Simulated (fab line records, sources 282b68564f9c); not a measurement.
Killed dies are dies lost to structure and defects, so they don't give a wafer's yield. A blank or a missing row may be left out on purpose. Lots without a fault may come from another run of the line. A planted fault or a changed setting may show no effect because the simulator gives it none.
Which tool did it? | flow rit_cmos | 14 lots, 42 wafers sampled, at 6 steps of a route of 202

WHAT THE GAUGES READ, wafer by wafer
RIT_PRETRO_OVL_MEAS_06.
lot  | measured    | on         | PRETRO_OVL (nm)
L778 | day 2 09:30 | overlay-02 | 0.5 1.6 2.2
L779 | day 2 14:02 | overlay-02 | -1.8 0.0 -0.6
L781 | day 2 22:58 | overlay-02 | 0.7 0.6 1.2
L783 | day 3 09:36 | overlay-02 | 0.1 0.2 -0.4
L784 | day 3 13:13 | overlay-01 | 0.8 -0.3 1.8
L785 | day 3 21:49 | overlay-01 | 0.5 -0.4 0.0
L788 | day 4 12:24 | overlay-02 | -3.0 -0.7 -0.1
L792 | day 5 10:06 | overlay-01 | 2.5 2.1 0.1
L796 | day 6 02:32 | overlay-02 | 3.1 3.0 2.2
L797 | day 6 06:41 | overlay-01 | 1.4 -0.7 -0.9
L798 | day 6 13:20 | overlay-01 | 1.7 1.4 2.4
L799 | day 6 18:44 | overlay-01 | 1.0 0.8 1.0
L800 | day 6 23:19 | overlay-02 | 4.5 3.2 5.0
L801 | day 7 03:52 | overlay-02 | 1.1 1.1 1.0

RIT_PRETRO_TW_MEAS_10.
lot  | measured    | on            | PRETRO_TW
L778 | day 2 10:07 | film_metro-04 | 476.4 477.8 475.1
L779 | day 2 14:39 | film_metro-02 | 477.6 474.7 476.3
L781 | day 2 23:35 | film_metro-02 | 475.2 478.7 474.2
L783 | day 3 10:13 | film_metro-04 | 475.4 475.6 474.3
L784 | day 3 13:49 | film_metro-04 | 471.8 476.2 475.1
L785 | day 3 22:26 | film_metro-02 | 474.3 475.9 477.0
L788 | day 4 13:01 | film_metro-01 | 474.5 474.9 473.6
L792 | day 5 10:45 | film_metro-04 | 476.2 473.5 473.6
L796 | day 6 03:08 | film_metro-01 | 475.5 475.7 476.8
L797 | day 6 07:18 | film_metro-01 | 479.0 475.6 477.4
L798 | day 6 13:56 | film_metro-01 | 474.8 474.6 476.2
L799 | day 6 19:22 | film_metro-02 | 476.9 477.5 480.2
L800 | day 6 23:56 | film_metro-02 | 479.5 476.5 479.2
L801 | day 7 04:29 | film_metro-04 | 471.8 477.4 478.8

RIT_NLDD_TW_MEAS_10.
lot  | measured    | on            | NLDD_TW
L778 | day 2 20:40 | film_metro-02 | 2487 2496 2503
L779 | day 3 02:58 | film_metro-02 | 2504 2499 2501
L781 | day 3 09:38 | film_metro-03 | 2437 2444 2438
L783 | day 3 23:43 | film_metro-04 | 2474 2489 2469
L784 | day 4 01:37 | film_metro-04 | 2284 2269 2274
L785 | day 4 10:46 | film_metro-02 | 2279 2256 2266
L788 | day 5 03:20 | film_metro-04 | 2489 2476 2477
L792 | day 5 22:04 | film_metro-02 | 2497 2489 2497
L796 | day 6 14:12 | film_metro-04 | 2482 2475 2478
L797 | day 6 19:28 | film_metro-03 | 2445 2428 2452
L798 | day 7 02:10 | film_metro-03 | 2472 2470 2463
L799 | day 7 06:28 | film_metro-03 | 2463 2470 2478
L800 | day 7 10:01 | film_metro-04 | 2489 2488 2493
L801 | day 7 17:29 | film_metro-02 | 2516 2513 2507

RIT_PLDD_TW_MEAS_10.
lot  | measured    | on            | PLDD_TW
L778 | day 2 22:13 | film_metro-03 | 2326 2317 2300
L779 | day 3 04:28 | film_metro-03 | 2315 2309 2317
L781 | day 3 11:11 | film_metro-04 | 2348 2328 2342
L783 | day 4 01:08 | film_metro-02 | 2356 2365 2350
L784 | day 4 03:10 | film_metro-04 | 2369 2366 2365
L785 | day 4 12:26 | film_metro-02 | 2370 2371 2357
L788 | day 5 04:53 | film_metro-04 | 2346 2341 2347
L792 | day 5 23:37 | film_metro-03 | 2318 2325 2324
L796 | day 6 15:45 | film_metro-03 | 2297 2295 2290
L797 | day 6 21:01 | film_metro-03 | 2303 2291 2306
L798 | day 7 03:35 | film_metro-03 | 2323 2311 2315
L799 | day 7 07:59 | film_metro-02 | 2359 2366 2372
L800 | day 7 11:26 | film_metro-03 | 2331 2320 2315
L801 | day 7 18:54 | film_metro-03 | 2322 2319 2342

RIT_SDANNEAL_RS_MEAS_07: measures by four-point-probe.
lot  | measured    | on            | NLDD_RS (ohm/sq)
L778 | day 3 05:43 | film_metro-03 | 151.5 151.5 151.5
L779 | day 3 11:18 | film_metro-03 | 151.8 152.7 151.7
L781 | day 3 17:32 | film_metro-04 | 152.2 152.7 152.5
L783 | day 4 07:27 | film_metro-04 | 152.7 152.7 152.6
L784 | day 4 09:37 | film_metro-03 | 142.6 143.4 143.1
L785 | day 4 19:04 | film_metro-02 | 142.2 142.5 142.1
L788 | day 5 11:12 | film_metro-03 | 151.4 151.5 151.6
L792 | day 6 06:10 | film_metro-02 | 151.2 151.7 151.5
L796 | day 6 22:08 | film_metro-04 | 151.5 151.6 151.5
L797 | day 7 03:28 | film_metro-02 | 150.8 150.7 151.4
L798 | day 7 09:52 | film_metro-03 | 152.0 151.8 152.1
L799 | day 7 14:20 | film_metro-03 | 151.0 150.7 151.0
L800 | day 7 17:57 | film_metro-03 | 151.9 151.3 151.3
L801 | day 8 01:33 | film_metro-03 | 151.6 151.6 150.9

WHICH TOOL RAN EACH LOT (tool, then ch and the chambers of the sampled wafers, then the start)
lot  | RIT_NLDD_IMPLANT_08
L778 | implanter-01 ch 0, day 2 20:22
L779 | implanter-04 ch 0, day 3 02:40
L781 | implanter-04 ch 0, day 3 09:20
L783 | implanter-02 ch 0, day 3 23:25
L784 | implanter-01 ch 0, day 4 01:18
L785 | implanter-01 ch 0, day 4 10:27
L788 | implanter-02 ch 0, day 5 03:01
L792 | implanter-04 ch 0, day 5 21:47
L796 | implanter-02 ch 0, day 6 13:53
L797 | implanter-02 ch 0, day 6 19:10
L798 | implanter-02 ch 0, day 7 01:50
L799 | implanter-04 ch 0, day 7 06:08
L800 | implanter-01 ch 0, day 7 09:42
L801 | implanter-01 ch 0, day 7 17:10
- RIT_NLDD_IMPLANT_08

WHAT THE TOOLS THEMSELVES READ (means of the sampled wafers that have a number; where no wafer has one, the mark that the record gives instead)
RIT_NLDD_IMPLANT_08.
lot  | tool         | tilt_deg (degrees)
L778 | implanter-01 | 6.983
L779 | implanter-04 | 7.027
L781 | implanter-04 | 6.983
L783 | implanter-02 | 6.974
L784 | implanter-01 | -0.009
L785 | implanter-01 | -0.013
L788 | implanter-02 | 7.004
L792 | implanter-04 | 7.003
L796 | implanter-02 | 7.009
L797 | implanter-02 | 7.013
L798 | implanter-02 | 7.008
L799 | implanter-04 | 6.993
L800 | implanter-01 | 7.005
L801 | implanter-01 | 6.993

THE ANSWER, worked out from the rows above alone
Rule: what is usual is taken from the lots themselves. Put in order of their means at a reading, lots are off if they are a third of the lots or fewer, leave a main group of 4 or more, and stand apart from it by a gap of 3 or more times the standard deviation of the main group's means; of several such gaps the widest counts. A main group whose means are all the same, to the digits that the tables above print for the reading, isn't used. A lot without any number at a reading at which 4 lots or more have one is off too. The other lots that the step has rows for count as sound. The gauges are gone through in route order, then the tools' own readings, and for those a lot's mean is taken as printed above. The first step at which some lot is off is used, and at that step the reading that is off furthest; a lot without a number counts as furthest.
Off: L784, L785, at RIT_NLDD_TW_MEAS_10 (NLDD_TW). The main group: mean 2479, standard deviation 21.
A tool fits if, at a process step before that reading, it ran every lot that is off, and no sound lot after the first of them. The gauges at RIT_NLDD_TW_MEAS_10 aren't tried: what is off there is off at RIT_NLDD_IMPLANT_08 too, on other tools, and a gauge's error can't cause that. None of those tried fits.

WHAT THE SIMULATOR HAD PUT IN
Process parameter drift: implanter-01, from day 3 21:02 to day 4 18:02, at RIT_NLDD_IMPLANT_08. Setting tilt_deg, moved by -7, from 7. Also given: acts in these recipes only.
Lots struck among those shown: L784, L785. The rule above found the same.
